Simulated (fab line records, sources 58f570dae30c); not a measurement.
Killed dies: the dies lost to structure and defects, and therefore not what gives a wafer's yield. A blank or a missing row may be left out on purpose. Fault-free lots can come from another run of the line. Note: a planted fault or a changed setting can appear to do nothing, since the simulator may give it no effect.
Matching of chambers	flow berkeleyCmos170	3 sister chambers for UCB170_SPACER_ETCHBACK_03 on rieDiel-01
The step etches SiO2 in CHF3/CF4/Ar, stops on Si, target depth 376 nm, time 100 s. 6 wafers are shown with their chamber, then 7 later ones without.

WAFERS WITH THEIR CHAMBER
wafer	chamber	drypumpMotorCurrentA (A)	throttleValvePct (%)
L711.1	0	6.4	6.24
L712.1	3	4.8	6.64
L712.4	2	5.5	6.39
L712.6	0	6.5	6.23
L713.1	2	5.5	6.37
L713.2	3	4.8	6.60

WAFERS WITH NO CHAMBER GIVEN
wafer	drypumpMotorCurrentA (A)	throttleValvePct (%)
L713.4	6.4	6.26
L719.3	5.5	6.36
L719.4	6.4	6.26
L719.5	4.8	6.62
L727.4	4.8	6.62
L727.5	6.4	6.24
L727.6	4.8	6.59

WHICH CHAMBER EACH WENT THROUGH
wafer	from the rows above	in truth
L713.4	0	0
L719.3	2	2
L719.4	0	0
L719.5	3	3
L727.4	3	3
L727.5	0	0
L727.6	3	3
7 of 7 placed correctly. From these rows, 0 cannot be placed. 0 placed wrongly.
How it was worked out, from the rows above alone: a wafer's distance from a chamber is the root of the sum, over the readings, of the square of ((its reading less the chamber's mean) divided by the reading's scatter). The wafer belongs to the nearest chamber; if the next one is less than 2 further off, it can't be placed. Each chamber's mean is taken over the wafers shown for it. The scatter: take each reading less its chamber's mean, square it, sum over the shown wafers, divide by the number of wafers less the number of chambers, and take the root.
